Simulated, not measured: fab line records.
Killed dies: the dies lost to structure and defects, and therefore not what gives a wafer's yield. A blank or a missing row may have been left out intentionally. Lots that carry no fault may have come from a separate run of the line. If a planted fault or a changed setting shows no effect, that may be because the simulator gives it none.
One fault through the eyes of 2 desks | flow rit_cmos | numbers are kept per desk, each desk with only its own; the story behind them comes last

== THE TOOL OWNER'S DESK: furnace-01 ==
The tool's own readings at RIT_ACTIVE_OXIDATION_01 (target thk 46.8 nm, ox time 3360 s): means of the sampled wafers that have a number, for each lot that ran on this tool. The brackets show how far a lot's mean lies from the usual mean; more than 4 standard deviations puts the lot out of limits, marked OUT.
Columns: A = spike_tc_centre_C at RIT_ACTIVE_OXIDATION_01, usual 1001.7 C; B = spike_tc_load_C at RIT_ACTIVE_OXIDATION_01, usual 1027 C; C = spike_tc_source_C at RIT_ACTIVE_OXIDATION_01, usual 1026.9 C; D = tube_center_temp_C at RIT_ACTIVE_OXIDATION_01, usual 1000 C; E = tube_center_temp_C_max at RIT_ACTIVE_OXIDATION_01, usual 1002.6
lot  | first seen here | A                 | B               | C                 | D    | E
L213 | day 1 15:59     | 1001.0            | 1031            | 1025.0            | 1000 | 1002.5
L214 | day 1 20:11     | 1001.2            | 1030            | 1025.6            | 1000 | 1002.7
L217 | day 2 12:17     | 1000.1            | 1031            | 1024.0            | 1000 | 1002.7
L219 | day 2 21:31     | 1000.9            | 1031            | 1024.7            | 1000 | 1003.0
L224 | day 3 22:07     | 1001.1            | 1030            | 1024.2            | 1000 | 1002.3
L229 | day 5 00:17     | 1013.4 (+8.4) OUT | 1044 (+4.0) OUT | 1038.4 (+6.1) OUT | 1000 | 1002.2
L231 | day 5 10:00     | 1014.7 (+9.3) OUT | 1043            | 1037.3 (+5.5) OUT | 1000 | 1002.7
This desk's finding: out of limits on L229, L231; first on L229, day 5 00:17 (spike_tc_centre_C at RIT_ACTIVE_OXIDATION_01). L213, L214, L217, L219, L224: within limits.

== THE METROLOGY DESK ==
What the gauges read for every lot (on any tool): the sampled wafers with a number, averaged. The brackets show how far a lot's mean lies from the usual mean; more than 4 standard deviations puts the lot out of limits, marked OUT.
Columns: A = ACTIVE_OXIDE_THK at RIT_ACTIVE_THK_MEAS_02, usual 46.6 nm; B = NRETRO_OVL at RIT_NRETRO_OVL_MEAS_06, usual -0.1 nm; C = NSD_RS at RIT_SDANNEAL_RS_MEAS_05, usual 84.5 ohm/sq
lot  | first seen here | A               | B    | C
L212 | day 1 13:07     | 45.1            | 0.8  | 84.6
L213 | day 1 17:55     | 47.7            | 0.5  | 84.7
L214 | day 1 22:08     | 46.7            | -1.9 | 84.7
L217 | day 2 14:13     | 47.6            | 0.6  | 84.8
L219 | day 2 23:28     | 45.7            | -1.4 | 84.1
L220 | day 3 04:20     | 46.9            | -0.4 | 84.8
L223 | day 3 19:05     | 47.2            | 0.6  | 84.7
L224 | day 4 00:04     | 46.8            | -1.5 | 84.3
L228 | day 4 20:04     | 47.1            | 2.1  | 84.2
L229 | day 5 02:14     | 52.0 (+5.4) OUT | 1.0  | 84.6
L231 | day 5 11:56     | 51.1 (+4.6) OUT | 0.1  | 84.3
L232 | day 5 16:03     | 46.6            | -0.4 | 84.5
L234 | day 6 02:05     | 47.5            | -0.1 | 84.0
L235 | day 6 07:41     | 46.7            | 0.3  | 84.3
This desk's result: L229, L231 out of limits, first on L229 (ACTIVE_OXIDE_THK at RIT_ACTIVE_THK_MEAS_02), day 5 02:14. L212, L213, L214, L217, L219, L220, L223, L224, L228, L232, L234, L235: within limits.

== PUT TOGETHER ==
The tool owner's desk could have raised an alarm at day 5 00:17, on L229, L231.
L229, L231 would have let the metrology desk raise an alarm at day 5 02:14.
All the named lots went through RIT_ACTIVE_OXIDATION_01 on furnace-01.

== WHAT THE SIMULATOR PUT IN ==
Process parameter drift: furnace-01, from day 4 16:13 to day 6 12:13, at RIT_ACTIVE_OXIDATION_01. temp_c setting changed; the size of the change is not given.
Lots struck among those shown: L229, L231.
Fault start to first reading out of limits, in hours, per desk: tool owner, 8; metrology, 10.
